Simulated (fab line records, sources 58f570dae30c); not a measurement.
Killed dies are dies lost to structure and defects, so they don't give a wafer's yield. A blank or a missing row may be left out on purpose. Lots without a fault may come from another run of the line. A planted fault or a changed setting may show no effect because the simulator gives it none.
Which tool did it? | flow berkeley_cmos170 | 7 lots, 21 wafers sampled, at 3 steps of a route of 331

WHAT THE GAUGES READ, wafer by wafer
UCB170_PSD_TW_MEAS_10.
lot  | measured     | on            | PSD_TW
L466 | day 6 18:01  | film_metro-03 | 2330 2323 2331
L471 | day 8 05:07  | film_metro-03 | 2325 2337 2327
L470 | day 8 05:50  | film_metro-03 | 2328 2334 2321
L474 | day 8 08:34  | film_metro-02 | 2337 2332 2332
L476 | day 8 19:05  | film_metro-04 | 2364 2353 2350
L480 | day 10 01:04 | film_metro-03 | 1989 2003 1994 1986 1997 1997
L484 | day 10 16:24 | film_metro-03 | 1994 1989 1993 1985 2000 2003

WHICH TOOL RAN EACH LOT (tool, then ch and the chambers of the sampled wafers, then the start)
lot  | UCB170_PSD_IMPLANT_08           | UCB170_PSD_STRIP_09
L466 | implanter-02 ch 0, day 6 17:47  | plasma_asher-01 ch 0,1, day 6 17:55
L471 | implanter-03 ch 0, day 8 04:54  | plasma_asher-01 ch 0,1, day 8 05:02
L470 | implanter-01 ch 0, day 8 05:36  | plasma_asher-04 ch 0,1, day 8 05:43
L474 | implanter-03 ch 0, day 8 08:19  | plasma_asher-01 ch 0,1, day 8 08:28
L476 | implanter-03 ch 0, day 8 18:53  | plasma_asher-01 ch 0,1, day 8 18:59
L480 | implanter-01 ch 0, day 10 00:49 | plasma_asher-04 ch 0,1, day 10 00:58
L484 | implanter-01 ch 0, day 10 16:09 | plasma_asher-01 ch 0,1, day 10 16:18
- UCB170_PSD_IMPLANT_08
- UCB170_PSD_STRIP_09: strips in O2.

THE ANSWER, worked out from the rows above alone
Rule: what is usual is taken from the lots themselves. Put in order of their means at a reading, lots are off if they are a third of the lots or fewer, leave a main group of 4 or more, and stand apart from it by a gap of 3 or more times the standard deviation of the main group's means; of several such gaps the widest counts. A main group whose means are all the same, to the digits that the tables above print for the reading, isn't used. A lot without any number at a reading at which 4 lots or more have one is off too. The other lots that the step has rows for count as sound.
Off: L480, L484, at UCB170_PSD_TW_MEAS_10 (PSD_TW). The main group: mean 2335, standard deviation 11.
A tool fits if, at a process step before that reading, it ran every lot that is off, and no sound lot after the first of them. The gauges at UCB170_PSD_TW_MEAS_10 are tried like those tools. Can't be told from this: 2 tools fit, implanter-01 at UCB170_PSD_IMPLANT_08, film_metro-03 at UCB170_PSD_TW_MEAS_10.

WHAT THE SIMULATOR HAD PUT IN
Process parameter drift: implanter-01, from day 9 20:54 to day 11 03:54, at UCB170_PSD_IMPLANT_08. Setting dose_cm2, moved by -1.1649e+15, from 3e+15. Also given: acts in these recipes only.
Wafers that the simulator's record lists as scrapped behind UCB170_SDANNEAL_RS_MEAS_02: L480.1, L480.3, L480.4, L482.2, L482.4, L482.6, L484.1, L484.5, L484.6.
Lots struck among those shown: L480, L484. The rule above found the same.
